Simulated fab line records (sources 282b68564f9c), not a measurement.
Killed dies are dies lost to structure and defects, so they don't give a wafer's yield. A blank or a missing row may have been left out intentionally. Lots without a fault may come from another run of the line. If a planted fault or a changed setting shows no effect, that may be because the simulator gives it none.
Shared-tool check :: flow rit cmos :: 15 lots and 54 wafers in the sample

WHY THIS WAS OPENED
At RIT_NSD_OVL_MEAS_06 the reading NSD_OVL is flagged on 3 of 15 lots. No-fault wafers: 0.0 nm, standard deviation 1.4.
Rule: a lot is flagged in two cases, either no wafer of it has a number, or all its wafers with numbers fall more than 4 standard deviations from that mean. The rest of the lots are taken to be sound.

lot: L119
measured: day 4 02:18
on: overlay-01
NSD_OVL (nm), wafer by wafer: 0.0 0.2 -1.5
flag: 

lot: L121
measured: day 4 07:05
on: overlay-01
NSD_OVL (nm), wafer by wafer: -1.9 0.9 -0.9
flag: 

lot: L123
measured: day 4 12:06
on: overlay-02
NSD_OVL (nm), wafer by wafer: 0.6 0.6 0.9
flag: 

lot: L124
measured: day 4 20:27
on: overlay-02
NSD_OVL (nm), wafer by wafer: -1.2 -0.9 -1.5
flag: 

lot: L126
measured: day 4 23:46
on: overlay-01
NSD_OVL (nm), wafer by wafer: 1.5 3.4 1.2
flag: 

lot: L127
measured: day 5 02:25
on: overlay-02
NSD_OVL (nm), wafer by wafer: -0.2 1.3 1.1
flag: 

lot: L128
measured: day 5 08:09
on: overlay-01
NSD_OVL (nm), wafer by wafer: -1.8 -1.5 1.4
flag: 

lot: L129
measured: day 5 12:41
on: overlay-02
NSD_OVL (nm), wafer by wafer: 1.8 -1.3 0.3
flag: 

lot: L131
measured: day 5 22:40
on: overlay-01
NSD_OVL (nm), wafer by wafer: 1.2 -0.5 -0.1
flag: 

lot: L132
measured: day 6 05:17
on: overlay-02
NSD_OVL (nm), wafer by wafer: 1.6 0.7 0.7
flag: 

lot: L133
measured: day 6 07:13
on: overlay-02
NSD_OVL (nm), wafer by wafer: 358.4 356.6 357.3 358.2 356.5 358.1
flag: FLAGGED

lot: L136
measured: day 6 23:57
on: overlay-01
NSD_OVL (nm), wafer by wafer: 3.5 1.2 0.4
flag: 

lot: L138
measured: day 7 05:53
on: overlay-01
NSD_OVL (nm), wafer by wafer: 360.3 360.6 360.3 360.1 360.6 360.4
flag: FLAGGED

lot: L139
measured: day 7 18:19
on: overlay-01
NSD_OVL (nm), wafer by wafer: 1.0 1.3 3.2
flag: 

lot: L140
measured: day 7 19:39
on: overlay-02
NSD_OVL (nm), wafer by wafer: 360.0 360.2 361.9 359.6 360.0 362.1
flag: FLAGGED
Flagged lots average 359.5 nm: +359.5 nm relative to the usual, that is +99 or more standard deviations.

EACH LOT AND THE TOOL IT RAN ON
The record keeps 1 process step preceding the reading, out of 202 steps on the route. Cell contents, in order: the tool; ch with the chambers the sampled wafers went through; the start.
lot: L119
flag: 
RIT_NSD_EXPOSE_03: iline stepper-01 ch 0, day 4 01:54

lot: L121
flag: 
RIT_NSD_EXPOSE_03: iline stepper-02 ch 0, day 4 06:38

lot: L123
flag: 
RIT_NSD_EXPOSE_03: iline stepper-02 ch 0, day 4 11:42

lot: L124
flag: 
RIT_NSD_EXPOSE_03: iline stepper-02 ch 0, day 4 20:04

lot: L126
flag: 
RIT_NSD_EXPOSE_03: iline stepper-01 ch 0, day 4 23:22

lot: L127
flag: 
RIT_NSD_EXPOSE_03: iline stepper-01 ch 0, day 5 02:02

lot: L128
flag: 
RIT_NSD_EXPOSE_03: iline stepper-02 ch 0, day 5 07:46

lot: L129
flag: 
RIT_NSD_EXPOSE_03: iline stepper-01 ch 0, day 5 12:18

lot: L131
flag: 
RIT_NSD_EXPOSE_03: iline stepper-02 ch 0, day 5 22:14

lot: L132
flag: 
RIT_NSD_EXPOSE_03: iline stepper-01 ch 0, day 6 04:55

lot: L133
flag: FLAGGED
RIT_NSD_EXPOSE_03: iline stepper-02 ch 0, day 6 06:49

lot: L136
flag: 
RIT_NSD_EXPOSE_03: iline stepper-01 ch 0, day 6 23:31

lot: L138
flag: FLAGGED
RIT_NSD_EXPOSE_03: iline stepper-02 ch 0, day 7 05:31

lot: L139
flag: 
RIT_NSD_EXPOSE_03: iline stepper-01 ch 0, day 7 17:55

lot: L140
flag: FLAGGED
RIT_NSD_EXPOSE_03: iline stepper-02 ch 0, day 7 19:15
What is done by these steps:
- RIT_NSD_EXPOSE_03: exposes mask M9, target cd 40700 nm.
- RIT_NSD_OVL_MEAS_06

FLAGGED OVER TOTAL, TOOL BY TOOL (the gauges that took the reading come last)
step: RIT_NSD_EXPOSE_03
tool: iline stepper-01
lots run: 7
flagged: 0
share of the flagged lots: none
sound lots run after its first flagged lot: -

step: RIT_NSD_EXPOSE_03
tool: iline stepper-02
lots run: 8
flagged: 3
share of the flagged lots: all
sound lots run after its first flagged lot: 0

step: RIT_NSD_OVL_MEAS_06
tool: overlay-01
lots run: 8
flagged: 1
share of the flagged lots: some
sound lots run after its first flagged lot: 1 (L139)

step: RIT_NSD_OVL_MEAS_06
tool: overlay-02
lots run: 7
flagged: 2
share of the flagged lots: some
sound lots run after its first flagged lot: 0

WHAT IS ALLOWED BY THE TABLE
Rows of the table that ran each flagged lot: 1, that is iline stepper-02 at RIT_NSD_EXPOSE_03.
- iline stepper-02 at RIT_NSD_EXPOSE_03: 3 of its 8 lots flagged. It ran its last sound lot, L131, at day 5 22:14 and its first flagged lot, L133, at day 6 06:49: a fault with its onset between the two fits.
One tool is left: iline stepper-02 at RIT_NSD_EXPOSE_03.

WHAT THE SIMULATOR PUT IN
Scanner matching overlay: iline stepper-02, from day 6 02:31 on, at RIT_NSD_EXPOSE_03. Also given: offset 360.
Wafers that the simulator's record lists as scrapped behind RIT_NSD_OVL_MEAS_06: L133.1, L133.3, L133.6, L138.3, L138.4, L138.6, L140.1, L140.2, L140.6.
Struck lots among those shown: L133, L138, L140. The rule above found the same.
